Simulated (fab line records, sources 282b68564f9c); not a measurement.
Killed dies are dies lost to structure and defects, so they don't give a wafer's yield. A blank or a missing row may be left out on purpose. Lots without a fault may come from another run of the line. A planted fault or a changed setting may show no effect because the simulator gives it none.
A struck lot beside a sound one | flow rit_cmos | 17 steps out of a route of 202
Sound: wafers L940.3, L940.4, L940.5. Struck: wafers L946.2, L946.3, L946.4. The cause comes at the end.
At each step with rows: each side's tool, then ch and its chambers, then its first start. Under that, the readings that differ: sound wafers | struck wafers | difference of the means | sigmas: that difference in standard deviations of wafers without a fault.
alike: readings whose means differ by less than 2 such deviations, and words and numbers that are the same on both sides. not compared: withheld readings, readings that some wafer has no value for, bounds like >300 that may hide the same value, and numbers for which the record gives no deviation and whose values overlap.
The two part at a step that has a row with sigmas, a row that says differs or no value, or rows on one side only. Numbers that don't overlap but have no deviation are shown without sigmas and don't part them. A reading that every wafer of one side lacks parts them only if that side has two wafers or more.

first, 1 step without rows for these wafers: RIT_PSD_IMPLANT_08.
RIT_PSD_STRIP_09: strips in O2, time 180 s.
  sound on plasma_asher-01 ch 0,1, day 3 23:20; struck on plasma_asher-03 ch 0,1, day 5 08:52
  alike: drypump_motor_current_A
  not compared: rf_hours_counter_h
RIT_PSD_TW_MEAS_10:
  sound on film_metro-02, day 3 23:28; struck on film_metro-04, day 5 09:03
  alike: PSD_TW
then, 3 steps without rows for these wafers: RIT_SDANNEAL_CLEAN_00 (cleans in SC1, time 608.5 s); RIT_SDANNEAL_CLEAN_01 (cleans in dHF, time 30 s); RIT_SDANNEAL_CLEAN_02 (cleans in SC2, time 600 s).
RIT_SDANNEAL_RTA_03: time 5 s.
  sound on rtp_anneal-02 ch 0, day 3 23:56; struck on rtp_anneal-02 ch 0, day 5 09:29
  alike: wafer_temp_C_max
RIT_SDANNEAL_RS_MEAS_04: measures by four-point-probe.
  sound on film_metro-02, day 4 00:01; struck on film_metro-03, day 5 09:33
  alike: PSD_RS
RIT_SDANNEAL_RS_MEAS_05: measures by four-point-probe.
  sound on film_metro-02, day 4 00:08; struck on film_metro-03, day 5 09:40
  alike: NSD_RS
RIT_SDANNEAL_RS_MEAS_06: measures by four-point-probe.
  sound on film_metro-02, day 4 00:15; struck on film_metro-03, day 5 09:47
  alike: PLDD_RS
RIT_SDANNEAL_RS_MEAS_07: measures by four-point-probe.
  sound on film_metro-02, day 4 00:22; struck on film_metro-03, day 5 09:55
  alike: NLDD_RS
then, 1 step without rows for these wafers: RIT_SILICIDE_WET_ETCH_00 (etches SiO2 in BOE, target depth 14 nm, time 15 s).
RIT_SILICIDE_SPUTTER_01: material Ti, target thk 30 nm, time 240 s.
  sound on pvd_sputter-01, day 4 00:28; struck on pvd_sputter-01, day 5 10:01
  no value came back on the struck wafers for cathode_dc_power_W (W), chamber_pressure_pa (Pa), throttle_valve_pct (%); on the sound wafers cathode_dc_power_W (W) reads 338.11 338.17 338.05
RIT_SILICIDE_RS_MEAS_02: measures by four-point-probe.
  sound on film_metro-01, day 4 00:39; struck on film_metro-01, day 5 10:11
  reading                 | sound          | struck | difference                    | sigmas
  SILICIDE_TI_RS (ohm/sq) | 50.0 50.4 49.6 | - - -  | no value on the struck wafers |
RIT_SILICIDE_THK_MEAS_03: measures by xrf.
  sound on film_metro-01, day 4 00:45; struck on film_metro-01, day 5 10:18
  reading              | sound          | struck         | difference | sigmas
  SILICIDE_TI_THK (nm) | 29.0 28.8 29.4 | <0.0 <0.0 <0.0 | differs    |
RIT_SILICIDE_RTA_04: time 10 s, ramp up 5 s, ramp down 5 s.
  sound on rtp_anneal-01 ch 0, day 4 00:49; struck on rtp_anneal-01 ch 0, day 5 10:22
  alike: wafer_temp_C_max
RIT_M1_PROBE_99:
  sound on prober-01, day 4 07:48; struck on prober-01, day 5 16:58
  reading             | sound  | struck      | difference | sigmas
  killed_at_front_end | 6 10 5 | 264 264 264 | +257       | +89
  killed_dies         | 6 10 5 | 264 264 264 | +257       | +89
  killed_on_rim       | 3 4 1  | 70 70 70    | +67        | +48
  alike: killed_open, killed_short

WHERE THEY PART
First at RIT_SILICIDE_SPUTTER_01; last, within this record, at RIT_M1_PROBE_99.

WHY: what the simulator had put in
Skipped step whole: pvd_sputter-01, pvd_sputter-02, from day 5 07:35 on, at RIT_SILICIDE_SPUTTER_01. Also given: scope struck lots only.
